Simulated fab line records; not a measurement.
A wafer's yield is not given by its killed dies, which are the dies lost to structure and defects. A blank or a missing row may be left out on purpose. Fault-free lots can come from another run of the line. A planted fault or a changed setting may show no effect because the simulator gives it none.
Split-lot trial / flow berkeley_cmos170 / 5 lots, 23 wafers read, on a route of 331 steps

== ON THE SPLIT ==
At UCB170_NLDD_IMPLANT_08, the setting dose_cm2 was moved away from the recipe's 5e+13 on 11 of the 23 wafers read, by -6.7% to +4.4%. All remaining wafers had this setting at the recipe value.

== FROM THE SPLIT TO THE READING: what the file shows between them, 4 steps ==
- UCB170_NLDD_IMPLANT_09 (also split here: energy_kev)
- UCB170_BACKSIDE_COAT_01: resist thk 900 nm (also split here: resist_thk_nm)
- UCB170_BACKSIDE_SOFTBAKE_02: time 60 s
- UCB170_BACKSIDE_STRIP_03: strips in O2

== THE READING ==
NLDD_RS (ohm/sq), read at UCB170_SDANNEAL_RS_MEAS_05 with a four-point probe. Fault-free wafers of this fab line usually give 616.8 ohm/sq, standard deviation 1.3 ohm/sq.

wafer=L075.1; tool, chamber at the split=implanter-01, 0; dose_cm2 as run=5.219e+13; against the recipe=+4.4%; NLDD_RS, ohm/sq=606.6; against lot-mates on the recipe=-9.7
wafer=L075.2; tool, chamber at the split=implanter-01, 0; dose_cm2 as run=5e+13; against the recipe=recipe; NLDD_RS, ohm/sq=617.2; against lot-mates on the recipe=-
wafer=L075.3; tool, chamber at the split=implanter-01, 0; dose_cm2 as run=5e+13; against the recipe=recipe; NLDD_RS, ohm/sq=615.9; against lot-mates on the recipe=-
wafer=L075.5; tool, chamber at the split=implanter-01, 0; dose_cm2 as run=5.219e+13; against the recipe=+4.4%; NLDD_RS, ohm/sq=607.1; against lot-mates on the recipe=-9.2
wafer=L075.6; tool, chamber at the split=implanter-01, 0; dose_cm2 as run=5e+13; against the recipe=recipe; NLDD_RS, ohm/sq=615.8; against lot-mates on the recipe=-
wafer=L076.2; tool, chamber at the split=implanter-04, 0; dose_cm2 as run=4.665e+13; against the recipe=-6.7%; NLDD_RS, ohm/sq=631.3; against lot-mates on the recipe=+14.6
wafer=L076.3; tool, chamber at the split=implanter-04, 0; dose_cm2 as run=5e+13; against the recipe=recipe; NLDD_RS, ohm/sq=616.8; against lot-mates on the recipe=-
wafer=L076.4; tool, chamber at the split=implanter-04, 0; dose_cm2 as run=4.665e+13; against the recipe=-6.7%; NLDD_RS, ohm/sq=632.8; against lot-mates on the recipe=+16.1
wafer=L076.5; tool, chamber at the split=implanter-04, 0; dose_cm2 as run=4.665e+13; against the recipe=-6.7%; NLDD_RS, ohm/sq=631.6; against lot-mates on the recipe=+14.9
wafer=L076.6; tool, chamber at the split=implanter-04, 0; dose_cm2 as run=5e+13; against the recipe=recipe; NLDD_RS, ohm/sq=616.6; against lot-mates on the recipe=-
wafer=L079.2; tool, chamber at the split=implanter-01, 0; dose_cm2 as run=5.101e+13; against the recipe=+2.0%; NLDD_RS, ohm/sq=610.3; against lot-mates on the recipe=-5.9
wafer=L079.3; tool, chamber at the split=implanter-01, 0; dose_cm2 as run=5.101e+13; against the recipe=+2.0%; NLDD_RS, ohm/sq=613.5; against lot-mates on the recipe=-2.7
wafer=L079.4; tool, chamber at the split=implanter-01, 0; dose_cm2 as run=5.101e+13; against the recipe=+2.0%; NLDD_RS, ohm/sq=611.5; against lot-mates on the recipe=-4.7
wafer=L079.5; tool, chamber at the split=implanter-01, 0; dose_cm2 as run=5e+13; against the recipe=recipe; NLDD_RS, ohm/sq=617.5; against lot-mates on the recipe=-
wafer=L079.6; tool, chamber at the split=implanter-01, 0; dose_cm2 as run=5e+13; against the recipe=recipe; NLDD_RS, ohm/sq=614.9; against lot-mates on the recipe=-
wafer=L082.1; tool, chamber at the split=implanter-01, 0; dose_cm2 as run=4.904e+13; against the recipe=-1.9%; NLDD_RS, ohm/sq=620.3; against lot-mates on the recipe=+2.8
wafer=L082.3; tool, chamber at the split=implanter-01, 0; dose_cm2 as run=4.904e+13; against the recipe=-1.9%; NLDD_RS, ohm/sq=620.5; against lot-mates on the recipe=+3.0
wafer=L082.4; tool, chamber at the split=implanter-01, 0; dose_cm2 as run=4.904e+13; against the recipe=-1.9%; NLDD_RS, ohm/sq=620.5; against lot-mates on the recipe=+3.0
wafer=L082.5; tool, chamber at the split=implanter-01, 0; dose_cm2 as run=5e+13; against the recipe=recipe; NLDD_RS, ohm/sq=617.8; against lot-mates on the recipe=-
wafer=L082.6; tool, chamber at the split=implanter-01, 0; dose_cm2 as run=5e+13; against the recipe=recipe; NLDD_RS, ohm/sq=617.2; against lot-mates on the recipe=-
wafer=L083.1; tool, chamber at the split=implanter-01, 0; dose_cm2 as run=5e+13; against the recipe=recipe; NLDD_RS, ohm/sq=616.6; against lot-mates on the recipe=-
wafer=L083.3; tool, chamber at the split=implanter-01, 0; dose_cm2 as run=5e+13; against the recipe=recipe; NLDD_RS, ohm/sq=617.3; against lot-mates on the recipe=-
wafer=L083.5; tool, chamber at the split=implanter-01, 0; dose_cm2 as run=5e+13; against the recipe=recipe; NLDD_RS, ohm/sq=617.7; against lot-mates on the recipe=-

THE FIT
A straight line over all 23 wafers: NLDD_RS changes by -2.26 ohm/sq for each +1% of dose_cm2; r = -0.99; the points scatter about the line by 0.89 ohm/sq.
The same after taking each lot's own level away (the mean of its wafers on the recipe; 23 wafers): -2.21 ohm/sq for each +1%; r = -0.99; scatter 0.91 ohm/sq.
The reading moves by 15 ohm/sq for the largest change in dose_cm2, on that fit.
The lots' own levels span 616.20 to 617.50 ohm/sq, that is 1.0 times the standard deviation above.
The two slopes are in agreement: the lot-to-lot level therefore moves the slope only a little.
Check: +14.7 ohm/sq against its lot-mates is what the line predicts for one of the wafers moved furthest among these (-6.7%) when that wafer is left out of the fit. It came out at +14.6 ohm/sq against them.

== OTHER SPLITS APPLIED TO THESE WAFERS ==
These wafers also went through other splits before the reading. Each is held against what the fit with the lots' levels taken away leaves over:
other split on the same wafers=UCB170_START_OXIDATION_02 temp_c; wafers away from the commonest value=18; r with NLDD_RS (lot level and that fit taken away)=-0.27
other split on the same wafers=UCB170_PWELL_IMPLANT_15 energy_kev; wafers away from the commonest value=8; r with NLDD_RS (lot level and that fit taken away)=+0.17
other split on the same wafers=UCB170_ACTIVE_CVD_05 nh3_flow_sccm; wafers away from the commonest value=15; r with NLDD_RS (lot level and that fit taken away)=+0.18
other split on the same wafers=UCB170_ACTIVE_ETCH_15 over_etch_frac; wafers away from the commonest value=8; r with NLDD_RS (lot level and that fit taken away)=-0.10
other split on the same wafers=UCB170_SACOX_OXIDATION_01 ox_time_s; wafers away from the commonest value=18; r with NLDD_RS (lot level and that fit taken away)=+0.17
other split on the same wafers=UCB170_SCREENOX_OXIDATION_01 temp_c; wafers away from the commonest value=18; r with NLDD_RS (lot level and that fit taken away)=-0.29
other split on the same wafers=UCB170_GATE_CVD_04 sih4_flow_sccm; wafers away from the commonest value=10; r with NLDD_RS (lot level and that fit taken away)=+0.04
other split on the same wafers=UCB170_GATE_SOFTBAKE_08 time_s; wafers away from the commonest value=9; r with NLDD_RS (lot level and that fit taken away)=-0.04
other split on the same wafers=UCB170_NLDD_IMPLANT_09 energy_kev; wafers away from the commonest value=6; r with NLDD_RS (lot level and that fit taken away)=-0.36
other split on the same wafers=UCB170_BACKSIDE_COAT_01 resist_thk_nm; wafers away from the commonest value=3; r with NLDD_RS (lot level and that fit taken away)=-0.28

== FILE'S OWN FIT ==
NLDD_RS changes by -2.2 ohm/sq for each +1% of dose_cm2, r = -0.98.
